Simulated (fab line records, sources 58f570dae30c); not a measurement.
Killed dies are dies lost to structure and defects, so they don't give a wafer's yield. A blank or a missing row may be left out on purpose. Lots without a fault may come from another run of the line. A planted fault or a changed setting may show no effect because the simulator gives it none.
Problem report in the 8D (eight disciplines) form, filled by code | flow berkeley_cmos170 | the parts of the form that need people (team, actions taken, sign-off) are left out

1. THE PROBLEM
cd_nm at UCB170_V1_CD_MEAS_90 reads a mean of 711.1 nm on 6 wafers of 2 lots; wafers without a fault read 699.4 nm with a standard deviation of 1.4. That is +8.4 standard deviations from the usual mean.
The step: target cd 700 nm.
First seen on wafer L393.2, day 10 12:56, on cd_sem-02. The record holds 27 wafers of 9 lots with a number at this step. Rule for "out", or "out of limits": more than 4 standard deviations from the usual mean. The other wafers with a number count as sound.

2. WHAT IT IS AND WHAT IT IS NOT
question                    | is                     | is not
which readings at this step | cd_nm                  | -
which lots                  | L393, L396             | L383, L384, L397, L398, L400, L401, L404
which wafers of those lots  | all that have a number | -
read on which gauges        | cd_sem-02              | cd_sem-01
when                        | from day 10 12:56      | up to then (6 sound wafers); but 15 sound wafers of L397, L398, L400, L401, L404 came after

3. SUSPECTS, AND WHAT RULES EACH OUT
Counting: a tool at a process step up to the reading stays a suspect if it ran every lot that is out and no sound lot after the first of them.
- the gauge at UCB170_V1_CD_MEAS_90: ruled out. All the wafers that are out were read on cd_sem-02, but those of them that UCB170_V1_ETCH_14 has rows for are out there too, on other tools.
- rie_diel-02 at UCB170_V1_ETCH_14 (etches SiO2 in CHF3/CF4/Ar, stops on Al, target depth 1250 nm, time 291 s): kept. It ran every lot that is out, first L393 (day 10 12:38), and no sound lot after that; its last sound lot up to then is L384 (day 8 22:46). Its own readings are out on those wafers: rf_fwd_power_W.
Left after counting: rie_diel-02 at UCB170_V1_ETCH_14.

4. THE CAUSE (what the simulator had put in)
Process parameter drift: rie_diel-02, from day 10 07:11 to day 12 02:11, at UCB170_V1_ETCH_14. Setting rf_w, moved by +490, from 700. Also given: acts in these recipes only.
Counting left only this tool.

5. THE CHAIN OF EFFECTS, in route order
Each row: a reading whose mean over the struck wafers that have a number lies more than 3 standard deviations from the usual. Only readings for which the record gives a usual standard deviation are gone through. hours: the time from each lot's start at the first step in this table that gives one to its start at this step, as a median over the lots. sigmas: the change in usual standard deviations.
hours | step                 | reading                  | usual    | on struck wafers | change | sigmas
0     | UCB170_V1_ETCH_14    | rf_fwd_power_W           | 698.2 W  | 1189.0           | +490.8 | +99 or more
0     | UCB170_V1_STRIP_15   | strip_time_to_endpoint_s | 15.31 s  | 13.33            | -1.98  | -15
0     | UCB170_V1_CD_MEAS_90 | cd_nm                    | 699.4 nm | 711.1            | +11.8  | +8.4
The process steps in it:
- UCB170_V1_ETCH_14: etches SiO2 in CHF3/CF4/Ar, stops on Al, target depth 1250 nm, time 291 s.
- UCB170_V1_STRIP_15: strips in O2.

6. WHAT WOULD HAVE CAUGHT IT SOONER
In this record the first reading out of limits at a measuring or inspecting step was taken at day 10 12:56, 6 hours after the fault began at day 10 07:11.
The tool's own readings at UCB170_V1_ETCH_14 were out on every struck wafer that the step has a row for (rf_fwd_power_W): an alarm limit on them would have fired on the first of those.
Of the lots that are out (2), L396 began UCB170_V1_ETCH_14 on rie_diel-02 after day 10 12:56. A hold on the tool at that time would have spared it.
